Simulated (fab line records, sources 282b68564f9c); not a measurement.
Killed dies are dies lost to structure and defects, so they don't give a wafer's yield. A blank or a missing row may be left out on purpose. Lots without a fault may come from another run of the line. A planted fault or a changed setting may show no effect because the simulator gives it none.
Which tool did it? | flow rit_cmos | 13 lots, 39 wafers sampled, at 2 steps of a route of 202

WHAT THE GAUGES READ, wafer by wafer
The record holds no reading of a measuring or inspecting step that can be judged against a usual standard deviation.

WHICH TOOL RAN EACH LOT (tool, then ch and the chambers of the sampled wafers, then the start)
lot  | RIT_PWELL_EXPOSE_03                | RIT_M1_PROBE_99
L722 | iline_stepper-01 ch 0, day 1 22:20 | -
L723 | iline_stepper-01 ch 0, day 2 03:22 | -
L724 | iline_stepper-01 ch 0, day 2 09:36 | -
L725 | iline_stepper-01 ch 0, day 2 12:44 | -
L726 | iline_stepper-02 ch 0, day 2 19:22 | -
L730 | iline_stepper-01 ch 0, day 3 13:38 | -
L731 | iline_stepper-02 ch 0, day 3 20:10 | -
L733 | iline_stepper-02 ch 0, day 4 07:27 | prober-02, day 5 17:41
L734 | iline_stepper-01 ch 0, day 4 10:53 | -
L735 | iline_stepper-02 ch 0, day 4 15:59 | prober-01, day 6 06:50
L736 | iline_stepper-01 ch 0, day 4 20:55 | -
L738 | iline_stepper-02 ch 0, day 5 07:26 | prober-02, day 6 18:32
L739 | iline_stepper-02 ch 0, day 5 12:26 | prober-01, day 7 00:28
- RIT_PWELL_EXPOSE_03: exposes mask M3, target cd 43700 nm.
- RIT_M1_PROBE_99

WHAT THE TOOLS THEMSELVES READ (means of the sampled wafers that have a number; where no wafer has one, the mark that the record gives instead)
RIT_M1_PROBE_99. Usual: killed_at_M0_to_M3 0.0, standard deviation 0.14; killed_at_contacts 0.1, standard deviation 0.31; killed_at_front_end 7, standard deviation 3.2; killed_dies 7, standard deviation 3.2; killed_open 3.6, standard deviation 1.9; killed_short 3.6, standard deviation 2.
lot  | tool      | killed_at_M0_to_M3 | killed_at_contacts | killed_at_front_end | killed_dies | killed_open | killed_short | flag
L733 | prober-02 | 0.0                | 0.0                | 4                   | 4           | 3.0         | 1.0          |
L735 | prober-01 | 0.0                | 0.0                | 5                   | 5           | 3.3         | 1.7          |
L738 | prober-02 | 0.0                | 0.0                | 6                   | 6           | 2.3         | 3.3          |
L739 | prober-01 | 0.0                | 0.3                | 8                   | 8           | 3.7         | 4.3          |

THE ANSWER, worked out from the rows above alone
Rule: a lot is off if the mean of its wafers that have a number lies more than 3 standard deviations from the usual mean. A lot without any number at a reading at which 4 lots or more have one is off too. The other lots that the step has rows for count as sound. The gauges are gone through in route order, then the tools' own readings, and for those a lot's mean is taken as printed above. The first step at which some lot is off is used, and at that step the reading that is off furthest; a lot without a number counts as furthest.
No lot is off at any reading shown: from this, nothing can be told.

WHAT THE SIMULATOR HAD PUT IN
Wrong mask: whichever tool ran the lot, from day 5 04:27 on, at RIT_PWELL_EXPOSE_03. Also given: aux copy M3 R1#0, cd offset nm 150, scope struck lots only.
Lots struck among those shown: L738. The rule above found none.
